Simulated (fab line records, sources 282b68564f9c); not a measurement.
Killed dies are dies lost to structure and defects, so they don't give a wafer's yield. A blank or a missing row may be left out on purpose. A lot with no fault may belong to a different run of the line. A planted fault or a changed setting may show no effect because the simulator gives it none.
Which tool is to blame? + flow rit_cmos + 15 lots, 45 wafers sampled, at 5 steps of a route of 202

== WHAT EACH GAUGE READ, for each wafer ==
RIT_PWELL_TW_MEAS_10.
| lot  | measured    | on            | PWELL_TW    |
|------|-------------|---------------|-------------|
| L319 | day 2 00:42 | film_metro-02 | 945 938 944 |
| L320 | day 2 05:24 | film_metro-03 | 947 941 944 |
| L321 | day 2 09:18 | film_metro-02 | 942 942 941 |
| L322 | day 2 13:28 | film_metro-01 | 959 960 957 |
| L323 | day 2 21:22 | film_metro-03 | 941 943 946 |
| L324 | day 3 05:41 | film_metro-03 | 955 945 946 |
| L326 | day 3 18:56 | film_metro-02 | 942 940 944 |
| L327 | day 3 20:47 | film_metro-01 | 964 963 966 |
| L328 | day 3 22:26 | film_metro-02 | 930 931 928 |
| L329 | day 4 01:53 | film_metro-01 | 949 940 937 |
| L331 | day 4 14:03 | film_metro-02 | 923 927 925 |
| L335 | day 5 08:57 | film_metro-02 | 947 947 949 |
| L337 | day 5 17:57 | film_metro-02 | 947 950 950 |
| L340 | day 6 09:26 | film_metro-03 | 951 949 955 |
| L341 | day 6 14:16 | film_metro-01 | 958 958 960 |

RIT_WELLDRIVE_RS_MEAS_02: measures by four-point-probe.
| lot  | measured    | on            | PWELL_RS (ohm/sq) |
|------|-------------|---------------|-------------------|
| L319 | day 2 05:58 | film_metro-01 | 430.6 430.6 429.4 |
| L320 | day 2 11:02 | film_metro-01 | 429.3 430.0 430.6 |
| L321 | day 2 14:34 | film_metro-03 | 431.0 429.1 429.9 |
| L322 | day 2 18:50 | film_metro-02 | 431.1 429.3 431.6 |
| L323 | day 3 08:29 | film_metro-01 | 430.0 431.3 430.4 |
| L324 | day 3 13:34 | film_metro-02 | 430.1 428.5 428.7 |
| L326 | day 4 00:32 | film_metro-03 | 430.4 431.4 429.5 |
| L327 | day 4 02:02 | film_metro-03 | 431.3 431.5 430.0 |
| L328 | day 4 07:07 | film_metro-01 | 443.4 444.3 444.6 |
| L329 | day 4 07:11 | film_metro-03 | 445.5 445.8 445.2 |
| L331 | day 4 20:34 | film_metro-02 | 445.2 443.5 445.0 |
| L335 | day 5 14:55 | film_metro-03 | 431.8 430.9 430.1 |
| L337 | day 5 23:13 | film_metro-03 | 430.8 429.3 430.4 |
| L340 | day 6 14:49 | film_metro-02 | 430.3 430.4 429.5 |
| L341 | day 6 19:33 | film_metro-02 | 429.1 429.9 428.5 |

RIT_REOX_THK_MEAS_04.
| lot  | measured    | on            | REOX_OXIDE_THK (nm) |
|------|-------------|---------------|---------------------|
| L319 | day 3 00:34 | film_metro-02 | 24.4 24.2 24.8      |
| L320 | day 3 00:34 | film_metro-03 | 24.3 24.3 24.3      |
| L321 | day 3 14:11 | film_metro-01 | 24.9 25.2 25.2      |
| L322 | day 3 14:11 | film_metro-03 | 25.0 25.2 24.9      |
| L323 | day 4 00:25 | film_metro-02 | 24.5 24.3 24.3      |
| L324 | day 4 06:02 | film_metro-03 | 24.2 24.0 23.9      |
| L326 | day 4 14:53 | film_metro-02 | 25.1 25.3 24.8      |
| L327 | day 4 14:53 | film_metro-03 | 24.8 24.7 24.8      |
| L328 | day 4 20:18 | film_metro-03 | 23.5 23.9 24.2      |
| L329 | day 5 00:19 | film_metro-01 | 25.1 25.0 25.2      |
| L331 | day 5 09:23 | film_metro-02 | 23.9 23.3 23.6      |
| L335 | day 6 03:54 | film_metro-01 | 25.8 25.8 26.0      |
| L337 | day 6 12:04 | film_metro-01 | 25.3 24.9 24.7      |
| L340 | day 7 05:46 | film_metro-03 | 24.4 24.5 25.3      |
| L341 | day 7 15:37 | film_metro-03 | 25.1 24.4 24.7      |

== WHICH TOOL RAN EACH LOT (tool, then ch and the chambers of the sampled wafers, then the start) ==
| lot  | RIT_NWELL_STRIP_09                  | RIT_PWELL_IMPLANT_08           |
|------|-------------------------------------|--------------------------------|
| L319 | plasma_asher-03 ch 0,1, day 1 22:58 | implanter-04 ch 0, day 2 00:23 |
| L320 | plasma_asher-01 ch 0,1, day 2 03:27 | implanter-03 ch 0, day 2 05:04 |
| L321 | plasma_asher-03 ch 0,1, day 2 07:27 | implanter-01 ch 0, day 2 08:58 |
| L322 | plasma_asher-01 ch 0,1, day 2 11:44 | implanter-01 ch 0, day 2 13:09 |
| L323 | plasma_asher-04 ch 1, day 2 19:38   | implanter-04 ch 0, day 2 21:02 |
| L324 | plasma_asher-03 ch 0,1, day 3 03:58 | implanter-04 ch 0, day 3 05:22 |
| L326 | plasma_asher-03 ch 0,1, day 3 17:05 | implanter-01 ch 0, day 3 18:37 |
| L327 | plasma_asher-03 ch 0,1, day 3 18:57 | implanter-03 ch 0, day 3 20:27 |
| L328 | plasma_asher-01 ch 0,1, day 3 20:35 | implanter-04 ch 0, day 3 22:07 |
| L329 | plasma_asher-04 ch 0,1, day 4 00:11 | implanter-04 ch 0, day 4 01:36 |
| L331 | plasma_asher-03 ch 0, day 4 12:11   | implanter-04 ch 0, day 4 13:44 |
| L335 | plasma_asher-03 ch 1, day 5 07:02   | implanter-03 ch 0, day 5 08:38 |
| L337 | plasma_asher-03 ch 1, day 5 16:06   | implanter-03 ch 0, day 5 17:38 |
| L340 | plasma_asher-01 ch 0,1, day 6 07:42 | implanter-01 ch 0, day 6 09:06 |
| L341 | plasma_asher-03 ch 0,1, day 6 12:35 | implanter-03 ch 0, day 6 13:59 |
- RIT_NWELL_STRIP_09: strips in O2, time 180 s.
- RIT_PWELL_IMPLANT_08

== AS READ BY THE TOOLS THEMSELVES (means over the sampled wafers that have a number; for cases with no such wafer, the mark the record gives instead) ==
RIT_NWELL_STRIP_09.
| lot  | tool            | drypump_motor_current_A (A) |
|------|-----------------|-----------------------------|
| L319 | plasma_asher-03 | 5.5                         |
| L320 | plasma_asher-01 | 5.8                         |
| L321 | plasma_asher-03 | 5.5                         |
| L322 | plasma_asher-01 | 6.1                         |
| L323 | plasma_asher-04 | 5.8                         |
| L324 | plasma_asher-03 | 5.5                         |
| L326 | plasma_asher-03 | 5.5                         |
| L327 | plasma_asher-03 | 5.5                         |
| L328 | plasma_asher-01 | 6.1                         |
| L329 | plasma_asher-04 | 5.9                         |
| L331 | plasma_asher-03 | 5.5                         |
| L335 | plasma_asher-03 | 5.5                         |
| L337 | plasma_asher-03 | 5.5                         |
| L340 | plasma_asher-01 | 5.8                         |
| L341 | plasma_asher-03 | 5.5                         |

RIT_PWELL_IMPLANT_08.
| lot  | tool         | dose_ions_cm2 | faraday_current_uA |
|------|--------------|---------------|--------------------|
| L319 | implanter-04 | 7.008e+13     | 227                |
| L320 | implanter-03 | 7.011e+13     | 224                |
| L321 | implanter-01 | 7.007e+13     | 219                |
| L322 | implanter-01 | 6.999e+13     | 219                |
| L323 | implanter-04 | 6.998e+13     | 223                |
| L324 | implanter-04 | 6.999e+13     | 221                |
| L326 | implanter-01 | 7.001e+13     | 223                |
| L327 | implanter-03 | 6.997e+13     | 225                |
| L328 | implanter-04 | 6.648e+13     | 212                |
| L329 | implanter-04 | 6.645e+13     | 210                |
| L331 | implanter-04 | 6.647e+13     | 209                |
| L335 | implanter-03 | 6.999e+13     | 219                |
| L337 | implanter-03 | 7.001e+13     | 223                |
| L340 | implanter-01 | 7.002e+13     | 222                |
| L341 | implanter-03 | 6.995e+13     | 221                |

== THE ANSWER, worked out from the rows above alone ==
Rule: the usual values come from the lots themselves. The widest of any qualifying gaps counts: lots, ordered by their means at a reading, are off when they make up no more than a third of the lots, leave a main group of 4 or more, and stand apart from it by 3 or more times the standard deviation of that group's means. The tables above print the reading to a certain number of digits; a main group whose means all agree to those digits is not used. Also off: a lot with no number at a reading for which 4 or more lots have one. All remaining lots with rows at the step are treated as sound. First the gauges in route order, then the tools' own readings, where a lot's mean is used as printed above. At the first step where some lot is off, the reading lying furthest off is the one used; lots without a number count as furthest.
Off: L328, L329, L331, seen at RIT_WELLDRIVE_RS_MEAS_02 (PWELL_RS). The main group has a mean of 430.2 ohm/sq with a standard deviation of 0.57.
A tool fits if, at a process step before that reading, it ran every lot that is off, and no sound lot after the first of them. The gauges at RIT_WELLDRIVE_RS_MEAS_02 aren't tried: what is off there is off at RIT_PWELL_IMPLANT_08 too, on other tools, and a gauge's error can't cause that. One fits: RIT_PWELL_IMPLANT_08 on implanter-04. A fault onset in the window from L324 (day 3 05:22, its last sound lot) to L328 (day 3 22:07, its first lot off) fits.
The tool's own readings at RIT_PWELL_IMPLANT_08 bear it out: on the lots that are off they differ by more than 5 times the standard deviation of the sound lots' means. dose_ions_cm2 reads 6.647e+13 there against 7.001e+13 on the sound lots.

== WHAT THE SIMULATOR HAD PUT IN ==
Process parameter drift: implanter-04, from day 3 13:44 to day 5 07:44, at RIT_PWELL_IMPLANT_08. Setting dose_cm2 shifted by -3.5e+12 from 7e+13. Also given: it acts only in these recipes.
Lots struck among those shown: L328, L329, L331. This agrees with what the rule above found.
